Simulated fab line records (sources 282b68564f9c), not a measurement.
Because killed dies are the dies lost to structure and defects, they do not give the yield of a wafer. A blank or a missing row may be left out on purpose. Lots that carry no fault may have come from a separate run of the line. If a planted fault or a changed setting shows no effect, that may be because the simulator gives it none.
Struck lot and sound lot, side by side    flow rit-cmos    20 steps out of a route of 202
Sound: these wafers, L708.3, L708.4, L708.6. Struck: wafers L723.2, L723.3, L723.5. Last of all comes the cause.
Order at every step that has rows: each side's tool, ch and its chambers, its first start. Under that, the readings that differ: sound wafers    struck wafers    difference of the means    sigmas: that difference in standard deviations of wafers without a fault.
alike: same words and numbers on both sides, and readings whose means sit less than 2 such deviations apart. not compared: any withheld reading, any reading some wafer has no value for, any bound like >300 that may hide the same value, and any number with overlapping values for which the record gives no deviation.
Wherever a step has rows on one side only, a row that says differs or no value, or a row with sigmas, the two part there. Numbers that don't overlap but have no deviation are shown without sigmas and don't part them. A reading missing from all wafers of one side parts the sides only when that side holds two or more wafers.

first, 2 steps without rows for these wafers: RIT_NWELL_HARDBAKE_07 (time 120 s); RIT_NWELL_IMPLANT_08.
RIT_NWELL_STRIP_09: strips in O2, time 180 s.
  sound on plasma-asher-02 ch 0,1, day 2 10:53; struck on plasma-asher-02 ch 0,1, day 5 11:14
  alike: drypump-motor-current-A, rf-refl-power-W
  not compared: rf-hours-counter-h
RIT_NWELL_TW_MEAS_10:
  sound: film-metro-03 at day 2 11:01; struck: film-metro-01 at day 5 11:25
  alike: NWELL_TW
then, 2 steps without rows for these wafers: RIT_PWELL_HMDS_00 (prime time 60 s); RIT_PWELL_COAT_01 (resist thk 1300 nm).
RIT_PWELL_SOFTBAKE_02: time 61.43 s.
  sound on litho-track-03 ch 0, day 2 11:24; struck on litho-track-01 ch 0, day 5 11:48
  alike: plate-sensor-t-centre-C, plate-sensor-t-edge-C, softbake-temp-c
then, 3 steps without rows for these wafers: RIT_PWELL_EXPOSE_03 (exposes mask M3, target cd 43700 nm); RIT_PWELL_PEB_04; RIT_PWELL_DEVELOP_05 (develop time 68 s).
RIT_PWELL_OVL_MEAS_06:
  sound: overlay-01 at day 2 11:57; struck: overlay-01 at day 5 12:29
  alike: PWELL_OVL
then, 1 step without rows for these wafers: RIT_PWELL_HARDBAKE_07 (time 120 s).
RIT_PWELL_IMPLANT_08:
  sound on implanter-02 ch 0, day 2 12:16; struck on implanter-02 ch 0, day 5 12:47
reading                    sound                 struck                difference  sigmas
beam-energy-keV            170.03 170.05 170.06  118.94 118.92 118.96  -51.11      -99 or more
model.implant.rp-nm (nm)   495.5 495.5 495.5     381.8 381.8 381.8     -113.7      
model.implant.drp-nm (nm)  102.9 102.9 102.9     89.74 89.74 89.74     -13.16      
RIT_PWELL_STRIP_09: strips in O2, time 180 s.
  sound on plasma-asher-01 ch 0,1, day 2 12:26; struck on plasma-asher-01 ch 0,1, day 5 12:55
  alike: drypump-motor-current-A, rf-refl-power-W
  not compared: rf-hours-counter-h
RIT_PWELL_TW_MEAS_10:
  sound: film-metro-03 at day 2 12:34; struck: film-metro-04 at day 5 13:06
  alike: PWELL_TW
then, 1 step without rows for these wafers: RIT_WELLDRIVE_ANNEAL_00 (time 14700 s).
RIT_WELLDRIVE_RS_MEAS_01: measures by four-point-probe.
  sound: film-metro-01 at day 2 18:36; struck: film-metro-01 at day 5 18:53
  alike: NWELL_RS
RIT_WELLDRIVE_RS_MEAS_02: measures by four-point-probe.
  sound: film-metro-01 at day 2 18:43; struck: film-metro-01 at day 5 19:00
reading            sound              struck             difference  sigmas
PWELL_RS (ohm/sq)  421.9 423.0 421.6  436.7 435.6 437.4  +14.4       +13
then, 1 step without rows for these wafers: RIT_NRETRO_HMDS_00 (prime time 60 s).
RIT_M1_PROBE_99:
  sound: prober-02 at day 4 00:18; struck: prober-02 at day 7 02:43
reading                              sound              struck             difference  sigmas
model.etest.nmos_0p3.r-on-ohm-um     2149 2107 2163     2328 2368 2353     +210        
model.etest.pwell.rs-ohm-sq          402.1 411.6 406.2  451 454.9 458.2    +48         
model.etest.nmos-turned.drive-ua-um  313.4 324.4 319.7  281.3 280.7 279.5  -38.7       
model.etest.nmos_0p15.drive-ua-um    473.8 495.4 473.7  418.8 420.4 417.4  -62.1       
model.etest.pwell-pinched.rs-ohm-sq  443.7 448.6 451.8  469.6 475.4 471.6  +24.2       
model.etest.nmos_0p3.drive-ua-um     227.4 231.9 223.5  198.9 197.5 197.5  -29.6       
model.etest.nmos-narrow.drive-ua-um  213 223.1 210.7    198 194.8 193.8    -20         
model.etest.field-n.vt-v (V)         35.7 35.9 36.23    33.59 33.78 34.2   -2.09       
  alike: killed-at-front-end, killed-dies, killed-open, killed-short

== WHERE THEY PART ==
At RIT_PWELL_IMPLANT_08 first; at RIT_WELLDRIVE_RS_MEAS_02 last (within this record only). Later steps at which nothing parts them and some readings are alike: RIT_M1_PROBE_99.

WHY: the cause the simulator had injected
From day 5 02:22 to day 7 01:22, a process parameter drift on implanter-02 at RIT_PWELL_IMPLANT_08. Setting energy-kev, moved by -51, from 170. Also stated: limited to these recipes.
